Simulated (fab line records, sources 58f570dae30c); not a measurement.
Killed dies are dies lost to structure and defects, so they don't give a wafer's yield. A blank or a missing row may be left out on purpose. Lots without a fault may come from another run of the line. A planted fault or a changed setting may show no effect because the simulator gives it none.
Split-lot experiment | flow berkeley_cmos170 | 5 lots, 23 wafers read, on a route of 331 steps

THE SPLIT
At UCB170_SILICIDE_SPUTTER_01 (material Ti, target thk 30 nm, time 25 s), the setting power_w was moved away from the recipe's 1500 W on 6 of the 23 wafers read, by -9.1% to -5.9%. The other wafers ran this setting at the recipe's value.

FROM THE SPLIT TO THE READING: what the file shows between them, 1 step
- UCB170_SILICIDE_RS_MEAS_02: measures by four-point-probe

THE READING
SILICIDE_TI_THK, in nm, at UCB170_SILICIDE_THK_MEAS_03 (measures by xrf). Fault-free wafers of this fab line usually give 30.1 nm, standard deviation 0.32 nm.

wafer  | tool, chamber at the split | power_w as run, W | against the recipe | SILICIDE_TI_THK, nm | against lot-mates on the recipe
L077.1 | pvd_sputter-01, -          | 1364              | -9.1%              | 27.7                | -2.8
L077.2 | pvd_sputter-01, -          | 1500              | recipe             | 30.6                | -
L077.3 | pvd_sputter-01, -          | 1364              | -9.1%              | 27.8                | -2.7
L077.4 | pvd_sputter-01, -          | 1364              | -9.1%              | 27.7                | -2.8
L077.6 | pvd_sputter-01, -          | 1500              | recipe             | 30.4                | -
L076.2 | pvd_sputter-03, -          | 1500              | recipe             | 29.8                | -
L076.3 | pvd_sputter-03, -          | 1500              | recipe             | 30.1                | -
L076.4 | pvd_sputter-03, -          | 1500              | recipe             | 30.1                | -
L076.5 | pvd_sputter-03, -          | 1500              | recipe             | 29.8                | -
L076.6 | pvd_sputter-03, -          | 1500              | recipe             | 29.8                | -
L080.3 | pvd_sputter-03, -          | 1500              | recipe             | 30.0                | -
L080.4 | pvd_sputter-03, -          | 1500              | recipe             | 29.6                | -
L080.5 | pvd_sputter-03, -          | 1500              | recipe             | 29.8                | -
L079.1 | pvd_sputter-01, -          | 1500              | recipe             | 30.3                | -
L079.3 | pvd_sputter-01, -          | 1500              | recipe             | 30.3                | -
L079.4 | pvd_sputter-01, -          | 1500              | recipe             | 30.3                | -
L079.5 | pvd_sputter-01, -          | 1500              | recipe             | 30.1                | -
L079.6 | pvd_sputter-01, -          | 1500              | recipe             | 30.5                | -
L085.1 | pvd_sputter-03, -          | 1412              | -5.9%              | 27.5                | -2.0
L085.2 | pvd_sputter-03, -          | 1500              | recipe             | 29.6                | -
L085.4 | pvd_sputter-03, -          | 1412              | -5.9%              | 27.7                | -1.8
L085.5 | pvd_sputter-03, -          | 1500              | recipe             | 29.4                | -
L085.6 | pvd_sputter-03, -          | 1412              | -5.9%              | 27.5                | -2.0

THE FIT
A straight line over all 23 wafers: SILICIDE_TI_THK changes by +0.297 nm for each +1% of power_w; r = +0.92; the points scatter about the line by 0.43 nm.
The same after taking each lot's own level away (the mean of its wafers on the recipe; 23 wafers): +0.312 nm for each +1%; r = +0.99; scatter 0.14 nm.
On that fit, the largest move of power_w shifts the reading by 2.8 nm.
The lots' own levels span 29.50 to 30.50 nm, that is 3.1 times the standard deviation above.
So the lot-to-lot level changes the slope little: the two slopes agree.
Check: with one of the wafers moved furthest among these (-9.1%) left out of the fit, the line predicts -2.84 nm for it against its lot-mates. It came out at -2.8 nm against them.

OTHER SPLITS ON THESE WAFERS
These wafers also went through other splits before the reading. Each is held against what the fit with the lots' levels taken away leaves over:
other split on the same wafers | wafers away from the commonest value | r with SILICIDE_TI_THK (lot level and that fit taken away)
UCB170_NSD_PEB_04 peb_temp_c   | 6                                    | -0.08

THE WHOLE CHAIN: every reading that the file lists as answering this split, in the file's order
step                        | what it does                             | reading                                                                           | change (the file's fit)               | r (the file's)
UCB170_SILICIDE_SPUTTER_01  | material Ti, target thk 30 nm, time 25 s | Ti_of_SILICIDE_SPUTTER_01.thk_nm (the simulator's own value, which no gauge read) | +0.312 nm for each +1% of the setting | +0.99
UCB170_SILICIDE_RS_MEAS_02  | measures by four-point-probe             | SILICIDE_TI_RS                                                                    | -0.352 for each +1% of the setting    | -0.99
UCB170_SILICIDE_THK_MEAS_03 | measures by xrf                          | SILICIDE_TI_THK                                                                   | +0.312 for each +1% of the setting    | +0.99

THE FILE'S OWN FIT
SILICIDE_TI_THK changes by +0.312 nm for each +1% of power_w, r = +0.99.
